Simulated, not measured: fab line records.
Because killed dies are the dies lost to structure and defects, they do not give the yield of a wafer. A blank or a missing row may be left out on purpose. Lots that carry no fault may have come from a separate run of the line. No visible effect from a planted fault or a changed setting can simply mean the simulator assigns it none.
Which tool is to blame? / flow berkeley cmos170 / 7 lots, 21 wafers sampled, at 3 steps of a route of 331

WHAT THE GAUGES READ, wafer by wafer
UCB170_M3_RS_MEAS_02: the measuring method here is four-point-probe.
lot=L684; measured=day 9 14:59; on=film metro-02; M3_AL_RS (ohm/sq)=0.0325 0.0327 0.0320
lot=L685; measured=day 9 22:41; on=film metro-04; M3_AL_RS (ohm/sq)=0.0324 0.0323 0.0316
lot=L688; measured=day 10 00:59; on=film metro-02; M3_AL_RS (ohm/sq)=0.0314 0.0324 0.0323
lot=L697; measured=day 11 15:35; on=film metro-04; M3_AL_RS (ohm/sq)=0.0319 0.0316 0.0321
lot=L699; measured=day 12 18:41; on=film metro-03; M3_AL_RS (ohm/sq)=0.0328 0.0327 0.0324
lot=L703; measured=day 13 09:33; on=film metro-04; M3_AL_RS (ohm/sq)=0.0326 0.0321 0.0326
lot=L706; measured=day 14 08:00; on=film metro-03; M3_AL_RS (ohm/sq)=0.0322 0.0330 0.0324

WHICH TOOL RAN EACH LOT (tool, then ch and the chambers of the sampled wafers, then the start)
lot=L684; UCB170_ZERO_ETCH_06=rie diel-02 ch 1,2,3, day 2 04:42; UCB170_V2_CVD_00=pecvd-03 ch 0,1,2, day 9 11:57
lot=L685; UCB170_ZERO_ETCH_06=rie diel-02 ch 0,3, day 2 11:32; UCB170_V2_CVD_00=pecvd-01 ch 0,2, day 9 19:34
lot=L688; UCB170_ZERO_ETCH_06=rie diel-02 ch 1,2,3, day 2 23:53; UCB170_V2_CVD_00=pecvd-03 ch 0,1,2, day 9 21:59
lot=L697; UCB170_ZERO_ETCH_06=rie diel-01 ch 0,1,3, day 4 22:35; UCB170_V2_CVD_00=pecvd-02 ch 0,1, day 11 12:59
lot=L699; UCB170_ZERO_ETCH_06=rie diel-01 ch 2,3, day 5 07:13; UCB170_V2_CVD_00=pecvd-03 ch 1,2, day 12 12:43
lot=L703; UCB170_ZERO_ETCH_06=rie diel-04 ch 0,2,3, day 6 01:22; UCB170_V2_CVD_00=pecvd-03 ch 0,1,2, day 13 05:56
lot=L706; UCB170_ZERO_ETCH_06=rie diel-04 ch 1,2, day 7 01:05; UCB170_V2_CVD_00=pecvd-02 ch 0,1, day 14 05:23
- UCB170_ZERO_ETCH_06: etches SiO2 in CHF3/CF4/Ar, time 12 s.
- UCB170_V2_CVD_00: deposits SiO2 from TEOS/O2, target thk 2000 nm, time 250 s.

THE ANSWER, worked out from the rows above alone
Rule: what is usual is taken from the lots themselves. The widest of any qualifying gaps counts: lots, ordered by their means at a reading, are off when they make up no more than a third of the lots, leave a main group of 4 or more, and stand apart from it by 3 or more times the standard deviation of that group's means. Not used: any main group whose means are identical at the precision the tables above print for the reading. Also off: a lot with no number at a reading for which 4 or more lots have one. Any other lot the step has rows for is counted as sound.
None of the lots is off at any reading shown; this tells nothing.

WHAT THE SIMULATOR HAD INSERTED
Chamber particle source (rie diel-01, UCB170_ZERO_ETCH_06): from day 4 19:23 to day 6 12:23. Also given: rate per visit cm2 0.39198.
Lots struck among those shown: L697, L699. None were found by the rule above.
